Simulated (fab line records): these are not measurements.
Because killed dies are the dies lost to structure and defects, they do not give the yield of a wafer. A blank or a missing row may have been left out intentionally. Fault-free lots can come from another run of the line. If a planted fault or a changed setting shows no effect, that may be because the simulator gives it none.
The tool behind it: which one?	flow ritCmos	42 wafers from 14 lots sampled at 2 of the route's 202 steps

== WHAT THE GAUGES SHOWED, per wafer ==
RIT_ACTIVE_THK_MEAS_04. Usual: ACTIVE_NITRIDE_THK typically reads 150.4 nm, with standard deviation 1.9.
lot	measured	on	ACTIVE_NITRIDE_THK (nm)	flag
L684	day 1 13:32	filmMetro-03	148.4 149.5 148.8	
L685	day 1 21:19	filmMetro-03	150.7 150.6 151.7	
L686	day 2 00:19	filmMetro-03	148.8 148.6 148.0	
L688	day 2 09:32	filmMetro-03	151.9 151.9 150.3	
L689	day 2 14:32	filmMetro-04	132.7 131.9 131.0	OFF
L691	day 3 00:32	filmMetro-04	129.6 129.7 128.8	OFF
L696	day 4 01:33	filmMetro-02	152.4 150.5 150.0	
L699	day 4 16:32	filmMetro-03	147.6 148.3 147.0	
L700	day 4 21:44	filmMetro-04	151.9 151.1 150.7	
L703	day 5 12:32	filmMetro-04	146.0 145.9 146.8	
L704	day 5 17:34	filmMetro-02	151.2 151.4 152.7	
L705	day 5 23:14	filmMetro-04	150.0 149.6 149.8	
L706	day 6 04:15	filmMetro-03	149.6 149.3 147.4	
L707	day 6 08:32	filmMetro-04	153.2 153.4 152.3	

== WHAT TOOL EACH LOT RAN ON (gives the tool, then ch and the chambers of the sampled wafers, and finally the start) ==
lot	RIT_ACTIVE_CVD_03
L684	lpcvd-02 ch 1, day 1 12:07
L685	lpcvd-01 ch 1, day 1 19:11
L686	lpcvd-02 ch 1, day 1 22:54
L688	lpcvd-01 ch 0, day 2 08:07
L689	lpcvd-01 ch 0, day 2 13:07
L691	lpcvd-01 ch 0, day 2 23:07
L696	lpcvd-02 ch 0, day 4 00:07
L699	lpcvd-02 ch 1, day 4 15:07
L700	lpcvd-02 ch 0, day 4 20:19
L703	lpcvd-02 ch 0, day 5 11:07
L704	lpcvd-01 ch 1, day 5 16:07
L705	lpcvd-01 ch 0, day 5 21:07
L706	lpcvd-01 ch 1, day 6 02:07
L707	lpcvd-01 ch 1, day 6 07:07
- RIT_ACTIVE_CVD_03: deposits Si3N4 from SiH2Cl2/NH3, target thk 150 nm, time 1500 s.

== AS READ BY THE TOOLS THEMSELVES (means over the sampled wafers that have a number; for cases with no such wafer, the mark the record gives instead) ==
RIT_ACTIVE_CVD_03. Usual: nh3FlowSccm 150.0 sccm, standard deviation 0.45.
lot	tool	nh3FlowSccm (sccm)	flag
L684	lpcvd-02	149.6	
L685	lpcvd-01	149.8	
L686	lpcvd-02	150.2	
L688	lpcvd-01	150.6	
L689	lpcvd-01	119.9	OFF
L691	lpcvd-01	120.4	OFF
L696	lpcvd-02	150.2	
L699	lpcvd-02	149.5	
L700	lpcvd-02	149.8	
L703	lpcvd-02	150.3	
L704	lpcvd-01	149.5	
L705	lpcvd-01	150.3	
L706	lpcvd-01	149.3	
L707	lpcvd-01	149.6	

== THE ANSWER, worked out from the rows above alone ==
Rule: a lot is off if the mean of its wafers that have a number lies more than 3 standard deviations from the usual mean. A lot without any number at a reading at which 4 lots or more have one is off too. The other lots that the step has rows for count as sound. The gauges are gone through in route order, then the tools' own readings, and for those a lot's mean is taken as printed above. The first step at which some lot is off is used, and at that step the reading that is off furthest; a lot without a number counts as furthest.
Off: L689, L691, seen at RIT_ACTIVE_THK_MEAS_04 (ACTIVE_NITRIDE_THK).
If a tool, at a process step before that reading, ran all the lots that are off and no sound lot after the first of them, it fits. Not tried: the gauges at RIT_ACTIVE_THK_MEAS_04; whatever is off there is also off at RIT_ACTIVE_CVD_03, on other tools, and gauge error can't account for it. Of those tried, none fits.

== WHAT THE SIMULATOR HAD INSERTED ==
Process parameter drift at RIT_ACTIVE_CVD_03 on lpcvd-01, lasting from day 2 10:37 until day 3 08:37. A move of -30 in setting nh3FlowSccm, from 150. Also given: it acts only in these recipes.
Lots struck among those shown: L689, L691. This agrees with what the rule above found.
